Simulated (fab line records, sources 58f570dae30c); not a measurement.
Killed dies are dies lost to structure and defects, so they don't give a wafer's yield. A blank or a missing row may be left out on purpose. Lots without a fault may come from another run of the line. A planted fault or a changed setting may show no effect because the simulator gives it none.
Which tool did it? | flow berkeley_cmos170 | 14 lots, 42 wafers sampled, at 4 steps of a route of 331

WHAT THE GAUGES READ, wafer by wafer
UCB170_SPACER_THK_MEAS_01.
lot  | measured     | on            | SPACER_TEOS_THK (nm)
L436 | day 6 03:23  | film_metro-03 | 374 380 382
L438 | day 6 22:14  | film_metro-04 | 374 382 376
L440 | day 7 04:56  | film_metro-04 | 378 377 381
L441 | day 7 04:46  | film_metro-01 | 379 382 378
L446 | day 8 04:37  | film_metro-04 | 374 376 378
L447 | day 8 17:43  | film_metro-01 | 370 378 377
L448 | day 8 17:57  | film_metro-01 | 376 381 383
L449 | day 8 23:10  | film_metro-04 | 372 371 374
L450 | day 8 23:25  | film_metro-01 | 368 368 380
L453 | day 10 07:50 | film_metro-01 | 379 375 382
L455 | day 10 08:36 | film_metro-04 | 372 370 374
L456 | day 10 08:22 | film_metro-01 | 377 383 384
L458 | day 11 00:05 | film_metro-01 | 373 376 383
L457 | day 10 23:34 | film_metro-04 | 365 373 381

UCB170_M3_OVL_MEAS_16.
lot  | measured     | on         | M3_OVL (nm)
L436 | day 7 10:02  | overlay-01 | -6 -12 -10
L438 | day 8 08:40  | overlay-01 | -12 -3 -11
L440 | day 8 12:59  | overlay-02 | 2 4 8
L441 | day 8 13:21  | overlay-01 | 0 5 5
L446 | day 9 13:59  | overlay-01 | -3 -5 3
L447 | day 10 03:33 | overlay-01 | -8 -12 -8
L448 | day 10 04:07 | overlay-01 | -11 -16 -11
L449 | day 10 13:52 | overlay-01 | -2 -8 -6
L450 | day 10 14:40 | overlay-02 | 11 5 12
L453 | day 11 17:10 | overlay-01 | -1 -9 -1
L455 | day 11 17:38 | overlay-02 | 5 -2 -4
L456 | day 11 17:24 | overlay-02 | -5 -6 -1
L458 | day 12 12:35 | overlay-02 | -1 3 2
L457 | day 12 13:14 | overlay-01 | -11 -6 -14

WHICH TOOL RAN EACH LOT (tool, then ch and the chambers of the sampled wafers, then the start)
lot  | UCB170_PWELL_STRIP_16               | UCB170_NLDD_STRIP_10
L436 | plasma_asher-01 ch 0,1, day 3 04:36 | plasma_asher-02 ch 0,1, day 6 00:16
L438 | plasma_asher-01 ch 0,1, day 3 15:04 | plasma_asher-01 ch 0,1, day 6 21:43
L440 | plasma_asher-01 ch 0,1, day 4 00:59 | plasma_asher-02 ch 1, day 7 04:32
L441 | plasma_asher-02 ch 0,1, day 4 03:40 | plasma_asher-02 ch 0,1, day 7 04:23
L446 | plasma_asher-04 ch 0,1, day 5 03:19 | plasma_asher-02 ch 0,1, day 8 03:45
L447 | plasma_asher-01 ch 0,1, day 5 10:46 | plasma_asher-01 ch 0, day 8 17:20
L448 | plasma_asher-04 ch 0,1, day 5 11:03 | plasma_asher-02 ch 0,1, day 8 17:35
L449 | plasma_asher-02 ch 0,1, day 5 22:39 | plasma_asher-03 ch 0,1, day 8 22:49
L450 | plasma_asher-01 ch 0,1, day 5 23:10 | plasma_asher-01 ch 0,1, day 8 23:02
L453 | plasma_asher-04 ch 0,1, day 6 16:28 | plasma_asher-01 ch 0,1, day 10 07:23
L455 | plasma_asher-04 ch 0,1, day 7 04:03 | plasma_asher-01 ch 0,1, day 10 07:59
L456 | plasma_asher-02 ch 0,1, day 7 06:16 | plasma_asher-02 ch 0,1, day 10 07:41
L458 | plasma_asher-02 ch 0,1, day 7 14:41 | plasma_asher-02 ch 0,1, day 10 23:41
L457 | plasma_asher-04 ch 0,1, day 7 14:55 | plasma_asher-03 ch 0,1, day 10 23:11
- UCB170_PWELL_STRIP_16: strips in O2.
- UCB170_NLDD_STRIP_10: strips in O2.

WHAT THE TOOLS THEMSELVES READ (means of the sampled wafers that have a number; where no wafer has one, the mark that the record gives instead)
UCB170_PWELL_STRIP_16.
lot  | tool            | drypump_motor_current_A (A) | o2_flow_sccm (sccm) | oes_product_au (a.u.) | strip_time_to_endpoint_s (s)
L436 | plasma_asher-01 | 5.4                         | 399.6               | 0.724                 | 18.04
L438 | plasma_asher-01 | 5.4                         | 399.7               | 0.721                 | 18.08
L440 | plasma_asher-01 | 5.3                         | 400.8               | 0.719                 | 18.16
L441 | plasma_asher-02 | 5.7                         | 400.0               | 0.724                 | 18.13
L446 | plasma_asher-04 | 6.2                         | 401.2               | 0.718                 | 18.20
L447 | plasma_asher-01 | 5.3                         | 399.2               | 0.725                 | 18.08
L448 | plasma_asher-04 | 6.3                         | 400.1               | 0.716                 | 18.05
L449 | plasma_asher-02 | 5.9                         | 400.0               | 0.720                 | 18.18
L450 | plasma_asher-01 | 5.3                         | 401.0               | 0.719                 | 18.00
L453 | plasma_asher-04 | 6.3                         | 400.5               | 0.724                 | 18.10
L455 | plasma_asher-04 | 6.2                         | 400.3               | 0.720                 | 18.15
L456 | plasma_asher-02 | 5.7                         | 400.0               | 0.720                 | 18.05
L458 | plasma_asher-02 | 5.9                         | 400.2               | 0.723                 | 18.16
L457 | plasma_asher-04 | 6.3                         | 400.3               | 0.720                 | 18.17

UCB170_NLDD_STRIP_10.
lot  | tool            | drypump_motor_current_A (A) | o2_flow_sccm (sccm) | oes_product_au (a.u.) | strip_time_to_endpoint_s (s)
L436 | plasma_asher-02 | 5.9                         | 401.0               | 0.733                 | 21.62
L438 | plasma_asher-01 | 5.4                         | 400.1               | 0.737                 | 21.66
L440 | plasma_asher-02 | 5.5                         | 401.0               | 0.736                 | 21.67
L441 | plasma_asher-02 | 5.7                         | 401.0               | 0.735                 | 21.65
L446 | plasma_asher-02 | 5.9                         | 400.7               | 0.735                 | 21.60
L447 | plasma_asher-01 | 5.5                         | 399.0               | 0.741                 | 21.66
L448 | plasma_asher-02 | 5.7                         | 400.9               | 0.731                 | 21.60
L449 | plasma_asher-03 | 6.2                         | 400.5               | 0.730                 | 21.65
L450 | plasma_asher-01 | 5.3                         | 400.8               | 0.736                 | 21.62
L453 | plasma_asher-01 | 5.3                         | 320.4               | 0.716                 | 22.55
L455 | plasma_asher-01 | 5.4                         | 320.0               | 0.716                 | 22.36
L456 | plasma_asher-02 | 5.9                         | 399.8               | 0.736                 | 21.55
L458 | plasma_asher-02 | 5.7                         | 399.7               | 0.736                 | 21.65
L457 | plasma_asher-03 | 6.2                         | 401.2               | 0.737                 | 21.64

THE ANSWER, worked out from the rows above alone
Rule: what is usual is taken from the lots themselves. Put in order of their means at a reading, lots are off if they are a third of the lots or fewer, leave a main group of 4 or more, and stand apart from it by a gap of 3 or more times the standard deviation of the main group's means; of several such gaps the widest counts. A main group whose means are all the same, to the digits that the tables above print for the reading, isn't used. A lot without any number at a reading at which 4 lots or more have one is off too. The other lots that the step has rows for count as sound. The gauges are gone through in route order, then the tools' own readings, and for those a lot's mean is taken as printed above. The first step at which some lot is off is used, and at that step the reading that is off furthest; a lot without a number counts as furthest.
Off: L453, L455, at UCB170_NLDD_STRIP_10 (o2_flow_sccm). The main group: mean 400.5 sccm, standard deviation 0.65.
A tool fits if, at that step or a process step before it, it ran every lot that is off, and no sound lot after the first of them. One fits: plasma_asher-01 at UCB170_NLDD_STRIP_10. Its last sound lot is L450 (day 8 23:02), its first lot that is off L453 (day 10 07:23): a fault that began between those two fits.
The tool's own readings at UCB170_NLDD_STRIP_10 bear it out: on the lots that are off they differ by more than 5 times the standard deviation of the sound lots' means. o2_flow_sccm reads 320.2 sccm there against 400.5 sccm on the sound lots; oes_product_au reads 0.716 a.u. there against 0.735 a.u. on the sound lots; strip_time_to_endpoint_s reads 22.45 s there against 21.63 s on the sound lots.

WHAT THE SIMULATOR HAD PUT IN
Process parameter drift: plasma_asher-01, from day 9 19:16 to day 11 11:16, at UCB170_NLDD_STRIP_10. Setting o2_flow_sccm, moved by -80, from 400. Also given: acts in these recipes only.
Lots struck among those shown: L453, L455. The rule above found the same.
